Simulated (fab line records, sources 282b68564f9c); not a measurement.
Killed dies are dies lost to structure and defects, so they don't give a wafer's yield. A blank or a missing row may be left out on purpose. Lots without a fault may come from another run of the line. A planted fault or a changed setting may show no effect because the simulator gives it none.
fab line records | flow rit_cmos
record lots=14 wafers=42 last_day=7
route steps=202 shown FOX2@23
lots that met no fault: from a run of the same line without faults
start_h: hours from the record's first day to the start of the lot's first wafer shown | wait_h: hours since the lot's step before | " the same as in the row above | L1.1+2: a row that stands for several wafers | - no value, or no start given | * or withheld: withheld | < > ~ a bound
route shown NAME@n: a module of which the file shows steps, and the number in the route of the first | usual: mean/standard deviation of fault-free wafers | same: alike in all rows | chamber/n: place in a boat | sites: the reading at each site | _std_site: their standard deviation | _edge_site: outer sites' mean less inner sites' | radius_mm: how far each site lies from the wafer's centre | mask NAME#n: copy n | behind: the tool/chamber that last shaped the wafer | hold: why the lot was held/for how many hours/how that ended | device: the transistor (n, p or np) that didn't switch | end of line: the same wafers' tests at the end of the route | a step without rows: its recipe alone | killed: dies lost to structure and defects at the first sort, not the wafer's yield | map: a wafer's dies, x killed, . not, _ none there
set.NAME: the setting as run; set.NAME@STEP: as run at that earlier step | model.NAME: the simulator's own value behind a step, which no gauge read
steps of the route over a sample of lots; a table a step, a row a wafer
services: from which hour (start_h, from the record's first day; less than 0 if before it) a tool's chamber was out of use, for how many hours, and why
## steps
# step RIT_FOX2_OXIDATION_00
# recipe temp_c=1100 ambient=H2O target_thk_a=3507 p_h2o_torr=720 ox_time_s=1130
# usual spike_tc_centre_C=1102.8/1.6 spike_tc_load_C=1128.7/1.4 spike_tc_source_C=1127.9/1.1 tube_center_temp_C=1100/0.11 tube_center_temp_C_max=1102.8/0.41
# columns lot.wafer tool chamber start_h wait_h spike_tc_centre_C spike_tc_load_C spike_tc_source_C tube_center_temp_C tube_center_temp_C_max
L166.4 furnace-02 0 17.66 0.0 1102.6 1129.4 1128.8 1100 1102.5
L166.5 " 0 " " 1102.9 1129.2 1127.8 1099.9 1102.6
L166.6 " 0 " " 1104.2 1130.7 1128.5 1099.9 1103.0
L167.2 furnace-03 0 22.12 0.0 1104.2 1128.8 1126.3 1099.9 1102.1
L167.3 " 0 " " 1100.5 1128.1 1129.9 1100 1102.6
L167.5 " 0 " " 1100.7 1127.8 1128.3 1099.9 1102.7
L169.1 furnace-03 0 32.49 0.0 1103.8 1127.6 1129.3 1099.8 1102.8
L169.2 " 0 " " 1102.0 1128.1 1129.1 1100.2 1103.6
L169.6 " 0 " " 1101.9 1127.7 1127.6 1100.1 1103.1
L170.2 furnace-02 0 37.94 0.0 1102.7 1129.5 1129.0 1100 1102.7
L170.5 " 0 " " 1102.8 1130.0 1130.7 1100 1103.4
L170.6 " 0 " " 1103.0 1130.1 1127.4 1100 1102.7
L171.1 furnace-04 0 42.12 0.0 1102.7 1127.5 1126.0 1099.9 1103.3
L171.4 " 0 " " 1104.0 1128.2 1125.8 1100 1102.8
L171.6 " 0 " " 1104.3 1128.8 1127.0 1100 1102.7
L173.1 furnace-04 0 54.26 1.2 1102.2 1127.1 1127.8 1100.1 1102.8
L173.3 " 0 " " 1104.2 1127.0 1127.8 1100.2 1102.5
L173.5 " 0 " " 1105.0 1128.8 1126.7 1099.9 1102.8
L174.4 furnace-04 0 58.75 0.2 1104.0 1127.6 1127.7 1100 1102.5
L174.5 " 0 " " 1104.9 1128.1 1127.3 1100 1102.2
L174.6 " 0 " " 1104.8 1126.5 1126.6 1100 1103.2
L175.2 furnace-04 0 62.96 0.0 1140.0 1163.9 1162.5 1134.9 1137.2
L175.5 " 0 " " 1139.0 1162.8 1162.1 1135.1 1138.0
L175.6 " 0 " " 1139.4 1162.8 1162.4 1135 1138.0
L176.4 furnace-02 0 68.76 0.0 1102.3 1130.3 1126.6 1100.1 1102.9
L176.5 " 0 " " 1106.5 1131.7 1130.5 1099.8 1102.5
L176.6 " 0 " " 1103.1 1131.3 1129.5 1099.7 1102.5
L178.3 furnace-04 0 79.63 0.1 1140.2 1163.1 1163.6 1135 1138.8
L178.4 " 0 " " 1137.6 1162.8 1164.4 1134.9 1137.6
L178.5 " 0 " " 1139.2 1164.3 1162.1 1135 1138.4
L181.1 furnace-03 0 94.83 1.0 1100.0 1127.6 1128.5 1099.8 1103.1
L181.3 " 0 " " 1101.3 1129.0 1129.5 1100 1103.3
L181.6 " 0 " " 1101.3 1125.2 1128.3 1099.8 1102.3
L184.1 furnace-03 0 109.79 0.0 1099.0 1128.6 1127.9 1099.8 1102.0
L184.4 " 0 " " 1099.9 1128.3 1128.6 1100 1102.3
L184.5 " 0 " " 1102.6 1128.1 1127.4 1099.9 1102.6
L187.1 furnace-03 0 125.81 0.6 1100.2 1129.3 1128.0 1100 1102.6
L187.3 " 0 " " 1101.2 1127.5 1127.8 1100 1102.0
L187.4 " 0 " " 1101.7 1128.7 1128.0 1100 1103.2
L189.3 furnace-03 0 133.12 0.0 1101.6 1129.3 1128.0 1099.9 1103.5
L189.4 " 0 " " 1101.1 1128.9 1128.9 1100.1 1102.8
L189.5 " 0 " " 1100.6 1129.2 1127.4 1100 1102.7
# step RIT_FOX2_THK_MEAS_01
# recipe reads=SiO2_of_FOX2_OXIDATION_00
# usual FOX2_OXIDE_THK=348/6.3
# columns lot.wafer tool chamber start_h wait_h FOX2_OXIDE_THK[nm]
L166.4 film_metro-03 - 19.00 0.0 352
L166.5 " - " " 353
L166.6 " - " " 354
L167.2 film_metro-03 - 23.44 0.0 344
L167.3 " - " " 340
L167.5 " - " " 348
L169.1 film_metro-04 - 33.80 0.0 342
L169.2 " - " " 342
L169.6 " - " " 343
L170.2 film_metro-03 - 39.26 0.0 355
L170.5 " - " " 347
L170.6 " - " " 353
L171.1 film_metro-02 - 43.43 0.0 345
L171.4 " - " " 347
L171.6 " - " " 347
L173.1 film_metro-03 - 55.57 0.0 350
L173.3 " - " " 351
L173.5 " - " " 352
L174.4 film_metro-04 - 60.09 0.0 351
L174.5 " - " " 352
L174.6 " - " " 352
L175.2 film_metro-03 - 64.29 0.0 408
L175.5 " - " " 411
L175.6 " - " " 412
L176.4 film_metro-03 - 70.10 0.0 335
L176.5 " - " " 341
L176.6 " - " " 337
L178.3 film_metro-02 - 80.96 0.0 415
L178.4 " - " " 412
L178.5 " - " " 416
L181.1 film_metro-03 - 96.15 0.0 352
L181.3 " - " " 347
L181.6 " - " " 352
L184.1 film_metro-03 - 111.10 0.0 349
L184.4 " - " " 345
L184.5 " - " " 341
L187.1 film_metro-04 - 127.12 0.0 340
L187.3 " - " " 338
L187.4 " - " " 343
L189.3 film_metro-03 - 134.45 0.0 345
L189.4 " - " " 342
L189.5 " - " " 347
# step RIT_FOX2_THK_MEAS_90
# recipe reads=SiO2_of_FOX2_OXIDATION_00
# usual FIELD_OXIDE_LEFT_1_THK=321/6.3
# columns lot.wafer tool chamber start_h wait_h FIELD_OXIDE_LEFT_1_THK[nm]
L166.4 film_metro-03 - 19.95 0.0 325
L166.5 " - " " 326
L166.6 " - " " 326
L167.2 film_metro-04 - 24.32 0.0 317
L167.3 " - " " 313
L167.5 " - " " 321
L169.1 film_metro-02 - 34.75 0.0 315
L169.2 " - " " 314
L169.6 " - " " 316
L170.2 film_metro-02 - 40.14 0.0 328
L170.5 " - " " 320
L170.6 " - " " 326
L171.1 film_metro-04 - 44.31 0.0 318
L171.4 " - " " 319
L171.6 " - " " 320
L173.1 film_metro-03 - 56.45 0.0 323
L173.3 " - " " 323
L173.5 " - " " 325
L174.4 film_metro-02 - 60.97 0.0 324
L174.5 " - " " 324
L174.6 " - " " 325
L175.2 film_metro-02 - 65.17 0.0 382
L175.5 " - " " 385
L175.6 " - " " 384
L176.4 film_metro-02 - 70.98 0.0 308
L176.5 " - " " 314
L176.6 " - " " 310
L178.3 film_metro-02 - 81.91 0.0 387
L178.4 " - " " 384
L178.5 " - " " 388
L181.1 film_metro-02 - 97.03 0.0 324
L181.3 " - " " 319
L181.6 " - " " 324
L184.1 film_metro-02 - 111.98 0.0 322
L184.4 " - " " 318
L184.5 " - " " 314
L187.1 film_metro-02 - 128.07 0.0 312
L187.3 " - " " 311
L187.4 " - " " 315
L189.3 film_metro-03 - 136.09 0.0 318
L189.4 " - " " 314
L189.5 " - " " 319
# step RIT_FOX2_THK_MEAS_91
# recipe reads=SiO2_of_FOX2_OXIDATION_00
# usual FIELD_OXIDE_LEFT_2_THK=253/6.4
# columns lot.wafer tool chamber start_h wait_h FIELD_OXIDE_LEFT_2_THK[nm]
L166.4 film_metro-04 - 33.28 0.0 256
L166.5 " - " " 257
L166.6 " - " " 258
L167.2 film_metro-04 - 36.81 0.0 249
L167.3 " - " " 244
L167.5 " - " " 253
L169.1 film_metro-02 - 47.14 0.0 245
L169.2 " - " " 245
L169.6 " - " " 247
L170.2 film_metro-02 - 52.51 0.0 260
L170.5 " - " " 253
L170.6 " - " " 259
L171.1 film_metro-04 - 57.21 0.0 251
L171.4 " - " " 252
L171.6 " - " " 252
L173.1 film_metro-04 - 69.01 0.0 255
L173.3 " - " " 256
L173.5 " - " " 257
L174.4 film_metro-03 - 73.42 0.0 256
L174.5 " - " " 256
L174.6 " - " " 256
L175.2 film_metro-04 - 77.56 0.0 315
L175.5 " - " " 317
L175.6 " - " " 317
L176.4 film_metro-04 - 83.75 0.0 240
L176.5 " - " " 246
L176.6 " - " " 242
L178.3 film_metro-04 - 96.18 0.0 319
L178.4 " - " " 316
L178.5 " - " " 320
L181.1 film_metro-02 - 111.23 0.0 256
L181.3 " - " " 251
L181.6 " - " " 257
L184.1 film_metro-04 - 127.93 0.0 254
L184.4 " - " " 249
L184.5 " - " " 246
L187.1 film_metro-04 - 141.39 0.0 244
L187.3 " - " " 242
L187.4 " - " " 247
L189.3 film_metro-04 - 148.54 0.0 249
L189.4 " - " " 246
L189.5 " - " " 251
## services
# columns tool chamber start_h hours kind
furnace-03 - 3.94 4.5 pm
furnace-02 - 9.19 3.5 pm
furnace-02 - 74.89 57.7 pm
furnace-04 - 99.56 3.8 pm
furnace-03 - 114.11 3.7 pm
## key
first_sign step=RIT_FOX2_OXIDATION_00 reading=tube_center_temp_C direction=up sigmas=99+ usual=* struck=*
effect step=RIT_FOX2_OXIDATION_00 reading=tube_center_temp_C_max direction=up sigmas=86 usual=* struck=*
effect step=RIT_FOX2_THK_MEAS_01 reading=FOX2_OXIDE_THK direction=up sigmas=10 usual=348 struck=412
effect step=RIT_FOX2_THK_MEAS_90 reading=FIELD_OXIDE_LEFT_1_THK direction=up sigmas=10 usual=321 struck=385
effect step=RIT_FOX2_THK_MEAS_91 reading=FIELD_OXIDE_LEFT_2_THK direction=up sigmas=10 usual=253 struck=317
met_at RIT_FOX2_OXIDATION_00
struck_lots L175,L178
tester_left_out L175,L178
onset_between 58.75 62.96
fault kind=process_parameter_drift tool=furnace-04 chamber=- onset_h=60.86 steps=RIT_FOX2_OXIDATION_00 channel=temp_c offset=* shape=step end_h=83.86 acts_in=* stated=*
# tester_left_out: of these lots the tester's yield and bins aren't shown, on N5 and GAA mostly nor the transistor test; their killed dies are dies lost to structure and defects alone, not to doping, threshold or leakage, so they don't give the yield
